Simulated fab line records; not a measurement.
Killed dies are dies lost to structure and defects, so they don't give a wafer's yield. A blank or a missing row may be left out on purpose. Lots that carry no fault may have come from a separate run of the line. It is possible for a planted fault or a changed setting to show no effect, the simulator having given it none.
Which of the tools did it? | flow berkeley cmos170 | 24 lots, 72 wafers sampled, at 6 steps of a route of 331

WHAT THE GAUGES READ, wafer by wafer
UCB170_PVT_OVL_MEAS_06.
lot  | measured     | on         | PVT_OVL (nm)
L074 | day 6 10:11  | overlay-02 | -2 -3 -1
L075 | day 6 20:09  | overlay-01 | -4 -3 -12
L076 | day 6 20:41  | overlay-01 | -8 -6 -3
L077 | day 7 11:53  | overlay-02 | 11 15 5
L078 | day 7 12:19  | overlay-01 | 3 -4 -2
L079 | day 7 21:46  | overlay-02 | -6 -2 -4
L080 | day 8 07:10  | overlay-01 | -5 -2 9
L081 | day 8 06:52  | overlay-02 | -1 4 -5
L082 | day 8 11:02  | overlay-02 | 1 1 -8
L083 | day 8 11:19  | overlay-01 | -9 -5 -12
L084 | day 8 20:42  | overlay-02 | -3 -3 0
L085 | day 8 20:19  | overlay-01 | -1 7 -3
L086 | day 8 21:20  | overlay-02 | 3 3 -4
L087 | day 9 07:55  | overlay-01 | -7 0 -2
L089 | day 9 08:47  | overlay-01 | -5 2 3
L088 | day 9 08:19  | overlay-02 | 3 6 7
L090 | day 10 08:01 | overlay-02 | 7 2 4
L091 | day 10 08:08 | overlay-01 | 3 -7 4
L092 | day 10 07:51 | overlay-01 | -4 -7 4
L093 | day 10 13:49 | overlay-01 | -1 0 0
L094 | day 10 14:17 | overlay-01 | 2 11 0
L095 | day 11 14:04 | overlay-02 | -6 3 2
L096 | day 11 14:22 | overlay-02 | 2 2 -3
L097 | day 11 14:13 | overlay-02 | 1 1 -2

UCB170_GATE_OVL_MEAS_13.
lot  | measured     | on         | GATE_OVL (nm)
L074 | day 7 01:13  | overlay-02 | 6 -1 6
L075 | day 7 12:01  | overlay-02 | 1 5 1
L076 | day 7 11:57  | overlay-01 | -3 -4 -6
L077 | day 8 03:54  | overlay-01 | 5 4 7
L078 | day 8 04:08  | overlay-02 | 1 1 3
L079 | day 8 14:12  | overlay-02 | 4 3 4
L080 | day 8 22:25  | overlay-01 | 7 16 6
L081 | day 8 22:31  | overlay-02 | -2 1 3
L082 | day 8 22:52  | overlay-02 | 8 4 7
L083 | day 8 22:44  | overlay-01 | 6 13 0
L084 | day 9 14:33  | overlay-02 | 1 2 -4
L085 | day 9 14:26  | overlay-01 | -1 6 1
L086 | day 9 14:10  | overlay-02 | 0 -1 6
L087 | day 10 01:51 | overlay-01 | -4 -3 3
L089 | day 10 02:10 | overlay-01 | -1 -6 0
L088 | day 10 02:27 | overlay-02 | -5 2 3
L090 | day 11 02:16 | overlay-01 | 6 3 3
L091 | day 11 01:47 | overlay-02 | -4 -4 -8
L092 | day 11 02:03 | overlay-02 | 14 11 4
L093 | day 11 08:29 | overlay-01 | -1 -9 -2
L094 | day 11 08:44 | overlay-02 | -1 11 7
L095 | day 12 09:47 | overlay-01 | 4 2 7
L096 | day 12 10:03 | overlay-02 | 0 -6 6
L097 | day 12 10:20 | overlay-02 | 1 0 -6

UCB170_M3_BOW_MEAS_20.
lot  | measured     | on            | M3_BOW (um)
L074 | day 8 15:53  | film metro-02 | 25 28 24
L075 | day 9 04:50  | film metro-04 | 31 34 33
L076 | day 9 05:50  | film metro-02 | 38 32 36
L077 | day 9 15:55  | film metro-02 | 32 39 31
L078 | day 9 17:02  | film metro-04 | 43 36 33
L079 | day 10 00:13 | film metro-02 | 41 36 45
L080 | day 10 12:00 | film metro-03 | 39 26 30
L081 | day 10 16:44 | film metro-03 | 20 37 37
L082 | day 10 17:46 | film metro-02 | 47 40 46
L083 | day 10 15:30 | film metro-02 | 35 42 50
L084 | day 11 02:56 | film metro-04 | 47 16 35
L085 | day 11 04:36 | film metro-04 | 34 26 33
L086 | day 11 01:13 | film metro-04 | 34 37 28
L087 | day 11 16:48 | film metro-02 | 41 26 28
L089 | day 11 14:34 | film metro-04 | 37 26 25
L088 | day 11 16:35 | film metro-04 | 33 41 38
L090 | day 12 20:06 | film metro-04 | 40 33 40
L091 | day 12 16:26 | film metro-04 | 33 31 43
L092 | day 12 18:04 | film metro-02 | 35 37 30
L093 | day 12 21:56 | film metro-02 | 26 36 28
L094 | day 12 23:22 | film metro-03 | 46 40 36
L095 | day 14 02:26 | film metro-03 | 30 39 22
L096 | day 14 02:16 | film metro-02 | 48 42 30
L097 | day 14 07:57 | film metro-03 | 34 21 28

WHAT TOOL EACH LOT RAN ON (gives the tool, then ch and the chambers of the sampled wafers, and finally the start)
lot  | UCB170_NWELL_ETCH_13              | UCB170_GATE_ETCH_15              | UCB170_NSD_STRIP_09
L074 | rie diel-01 ch 0,1,3, day 2 09:37 | rie si-01 ch 0,2,3, day 7 01:18  | plasma asher-03 ch 1, day 7 16:20
L075 | rie diel-04 ch 2,3, day 2 20:50   | rie si-01 ch 0,3, day 7 12:05    | plasma asher-02 ch 0,1, day 8 02:34
L076 | rie diel-01 ch 1,2, day 2 20:57   | rie si-02 ch 0,2, day 7 12:02    | plasma asher-03 ch 0,1, day 8 02:11
L077 | rie diel-02 ch 1,2, day 3 04:58   | rie si-02 ch 1,2, day 8 03:59    | plasma asher-04 ch 0,1, day 8 17:59
L078 | rie diel-01 ch 1,2,3, day 3 05:05 | rie si-01 ch 1,2,3, day 8 04:13  | plasma asher-02 ch 0,1, day 8 18:14
L079 | rie diel-01 ch 1,2,3, day 3 17:48 | rie si-02 ch 1,2,3, day 8 14:17  | plasma asher-02 ch 0,1, day 9 03:04
L080 | rie diel-02 ch 0,2,3, day 4 06:41 | rie si-01 ch 0,1, day 8 22:29    | plasma asher-04 ch 0,1, day 9 13:16
L081 | rie diel-01 ch 2,3, day 4 06:47   | rie si-02 ch 0,1,2, day 8 22:36  | plasma asher-03 ch 0,1, day 9 13:59
L082 | rie diel-01 ch 0,1,2, day 4 12:02 | rie si-02 ch 0,1,3, day 8 22:56  | plasma asher-02 ch 0,1, day 9 14:17
L083 | rie diel-02 ch 0,2, day 4 12:23   | rie si-01 ch 0,1, day 8 22:49    | plasma asher-02 ch 0,1, day 9 13:32
L084 | rie diel-04 ch 1,2, day 4 21:47   | rie si-01 ch 0,1,2, day 9 14:38  | plasma asher-03 ch 0,1, day 10 03:25
L085 | rie diel-02 ch 0,1,3, day 4 21:53 | rie si-02 ch 0,2,3, day 9 14:31  | plasma asher-04 ch 0,1, day 10 04:34
L086 | rie diel-04 ch 2,3, day 5 02:08   | rie si-01 ch 1,2, day 9 14:14    | plasma asher-04 ch 0,1, day 10 04:05
L087 | rie diel-02 ch 0,2,3, day 5 02:15 | rie si-02 ch 0,2,3, day 10 01:56 | plasma asher-04 ch 0,1, day 10 16:25
L089 | rie diel-04 ch 1,3, day 5 12:31   | rie si-01 ch 0,1,3, day 10 02:15 | plasma asher-03 ch 0,1, day 10 17:09
L088 | rie diel-01 ch 1,2,3, day 5 12:46 | rie si-02 ch 1,2, day 10 02:32   | plasma asher-02 ch 0,1, day 10 17:16
L090 | rie diel-04 ch 1,2,3, day 6 01:58 | rie si-01 ch 2,3, day 11 02:20   | plasma asher-02 ch 0,1, day 11 19:17
L091 | rie diel-01 ch 0,1,3, day 6 02:15 | rie si-01 ch 0,1,2, day 11 01:52 | plasma asher-03 ch 0,1, day 11 15:25
L092 | rie diel-04 ch 2,3, day 6 02:31   | rie si-02 ch 0,3, day 11 02:08   | plasma asher-02 ch 0,1, day 11 19:03
L093 | rie diel-02 ch 0,1,3, day 6 15:14 | rie si-02 ch 0,1,3, day 11 08:32 | plasma asher-04 ch 0,1, day 11 22:34
L094 | rie diel-01 ch 0,3, day 6 18:54   | rie si-01 ch 2,3, day 11 08:50   | plasma asher-03 ch 0,1, day 11 22:16
L095 | rie diel-01 ch 0,2, day 7 06:14   | rie si-02 ch 0,2, day 12 09:51   | plasma asher-03 ch 0,1, day 12 23:28
L096 | rie diel-02 ch 0,1,2, day 7 06:24 | rie si-01 ch 1,2,3, day 12 10:08 | plasma asher-04 ch 0,1, day 12 23:20
L097 | rie diel-04 ch 0,1,3, day 7 06:24 | rie si-01 ch 0,3, day 12 10:24   | plasma asher-04 ch 0,1, day 12 23:46
- UCB170_NWELL_ETCH_13: etches Si3N4 in CH3F/Ar/O2, stops on SiO2, target depth 246.4 nm, time 154 s.
- UCB170_GATE_ETCH_15: etches poly-Si in HBr/Cl2, stops on SiO2, time 56.3 s, target depth 278.2 nm.
- UCB170_NSD_STRIP_09: strips in O2.

WHAT THE TOOLS THEMSELVES READ (means of the sampled wafers that have a number; where no wafer has one, the mark that the record gives instead)
UCB170_NWELL_ETCH_13.
lot  | tool        | CH3F_flow_sccm (sccm) | drypump motor current A (A) | oes product au (a.u.) | throttle valve pct (%)
L074 | rie diel-01 | 20.04                 | 5.7                         | 0.944                 | 8.02
L075 | rie diel-04 | 20.04                 | 5.9                         | 0.977                 | 8.04
L076 | rie diel-01 | 19.95                 | 5.5                         | 0.945                 | 7.96
L077 | rie diel-02 | 20.00                 | 5.2                         | 0.944                 | 8.03
L078 | rie diel-01 | 20.04                 | 5.7                         | 0.956                 | 7.94
L079 | rie diel-01 | 19.99                 | 5.7                         | 0.945                 | 7.93
L080 | rie diel-02 | 20.00                 | 5.6                         | 0.961                 | 7.96
L081 | rie diel-01 | 19.99                 | 5.3                         | 0.961                 | 7.90
L082 | rie diel-01 | 19.98                 | 5.5                         | 0.938                 | 8.04
L083 | rie diel-02 | 19.98                 | 5.8                         | 0.952                 | 7.93
L084 | rie diel-04 | 20.02                 | 5.5                         | 0.952                 | 8.12
L085 | rie diel-02 | 20.04                 | 5.4                         | 0.944                 | 7.96
L086 | rie diel-04 | 20.04                 | 5.7                         | 0.961                 | 8.05
L087 | rie diel-02 | 20.01                 | 5.6                         | 0.967                 | 7.96
L089 | rie diel-04 | 20.02                 | 5.6                         | 0.964                 | 8.15
L088 | rie diel-01 | 19.98                 | 5.7                         | 0.952                 | 7.94
L090 | rie diel-04 | 20.04                 | 5.6                         | 0.966                 | 8.10
L091 | rie diel-01 | 19.96                 | 5.8                         | 0.930                 | 8.02
L092 | rie diel-04 | 20.03                 | 5.8                         | 0.967                 | 8.06
L093 | rie diel-02 | 20.02                 | 5.4                         | 0.948                 | 7.95
L094 | rie diel-01 | 20.08                 | 5.6                         | 0.960                 | 7.97
L095 | rie diel-01 | 20.00                 | 5.2                         | 0.943                 | 7.99
L096 | rie diel-02 | 20.00                 | 5.5                         | 0.952                 | 7.99
L097 | rie diel-04 | 20.01                 | 5.7                         | 0.953                 | 8.08

UCB170_GATE_ETCH_15.
lot  | tool      | drypump motor current A (A) | oes product au (a.u.) | throttle valve pct (%)
L074 | rie si-01 | 5.6                         | 0.835                 | 26.3
L075 | rie si-01 | 5.5                         | 0.816                 | 26.2
L076 | rie si-02 | 5.6                         | 0.857                 | 26.6
L077 | rie si-02 | 5.4                         | 0.847                 | 26.6
L078 | rie si-01 | 5.7                         | 0.824                 | 26.1
L079 | rie si-02 | 5.5                         | 0.831                 | 26.7
L080 | rie si-01 | 5.0                         | 0.804                 | 26.5
L081 | rie si-02 | 5.5                         | 0.844                 | 26.6
L082 | rie si-02 | 5.5                         | 0.839                 | 26.7
L083 | rie si-01 | 5.0                         | 0.803                 | 26.5
L084 | rie si-01 | 5.4                         | 0.818                 | 26.3
L085 | rie si-02 | 5.6                         | 0.848                 | 26.6
L086 | rie si-01 | 5.5                         | 0.813                 | 26.2
L087 | rie si-02 | 5.7                         | 0.843                 | 26.6
L089 | rie si-01 | 5.3                         | 0.814                 | 26.2
L088 | rie si-02 | 5.3                         | 0.835                 | 26.6
L090 | rie si-01 | 6.0                         | 0.839                 | 26.2
L091 | rie si-01 | 5.4                         | 0.823                 | 26.4
L092 | rie si-02 | 5.7                         | 0.845                 | 26.6
L093 | rie si-02 | 5.5                         | 0.840                 | 26.6
L094 | rie si-01 | 5.9                         | 0.839                 | 26.0
L095 | rie si-02 | 5.6                         | 0.838                 | 26.6
L096 | rie si-01 | 5.7                         | 0.835                 | 26.0
L097 | rie si-01 | 5.5                         | 0.839                 | 26.0

UCB170_NSD_STRIP_09.
lot  | tool            | drypump motor current A (A) | oes product au (a.u.) | strip time to endpoint s (s)
L074 | plasma asher-03 | 5.37                        | 0.535                 | 35.82
L075 | plasma asher-02 | 5.40                        | 0.537                 | 35.85
L076 | plasma asher-03 | 5.46                        | 0.532                 | 35.81
L077 | plasma asher-04 | 5.73                        | 0.533                 | 35.84
L078 | plasma asher-02 | 5.38                        | 0.535                 | 35.79
L079 | plasma asher-02 | 5.67                        | 0.535                 | 35.85
L080 | plasma asher-04 | 5.58                        | 0.531                 | 35.83
L081 | plasma asher-03 | 5.41                        | 0.530                 | 35.77
L082 | plasma asher-02 | 5.42                        | 0.534                 | 35.74
L083 | plasma asher-02 | 5.65                        | 0.533                 | 35.75
L084 | plasma asher-03 | 5.41                        | 0.531                 | 35.93
L085 | plasma asher-04 | 5.59                        | 0.531                 | 35.82
L086 | plasma asher-04 | 5.58                        | 0.534                 | 35.74
L087 | plasma asher-04 | 5.70                        | 0.532                 | 35.81
L089 | plasma asher-03 | 5.39                        | 0.538                 | 35.83
L088 | plasma asher-02 | 5.40                        | 0.535                 | 35.88
L090 | plasma asher-02 | 5.64                        | 0.535                 | 35.79
L091 | plasma asher-03 | 5.41                        | 0.535                 | 35.73
L092 | plasma asher-02 | 5.42                        | 0.536                 | 35.88
L093 | plasma asher-04 | 5.70                        | 0.536                 | 35.88
L094 | plasma asher-03 | 5.40                        | 0.535                 | 35.84
L095 | plasma asher-03 | 5.46                        | 0.535                 | 35.87
L096 | plasma asher-04 | 5.59                        | 0.535                 | 35.85
L097 | plasma asher-04 | 5.73                        | 0.531                 | 35.95

THE ANSWER, worked out from the rows above alone
Rule: the lots themselves supply what counts as usual. Put in order of their means at a reading, lots are off if they are a third of the lots or fewer, leave a main group of 4 or more, and stand apart from it by a gap of 3 or more times the standard deviation of the main group's means; of several such gaps the widest counts. A main group is skipped when, at the precision printed for the reading in the tables above, its means are all equal. Also off: a lot with no number at a reading for which 4 or more lots have one. All remaining lots with rows at the step are treated as sound. First the gauges in route order, then the tools' own readings, where a lot's mean is used as printed above. The first step at which some lot is off is used, and at that step the reading that is off furthest; a lot without a number counts as furthest.
Across all readings shown, no lot is off: no conclusion can be drawn from this.

WHAT THE SIMULATOR HAD PUT IN
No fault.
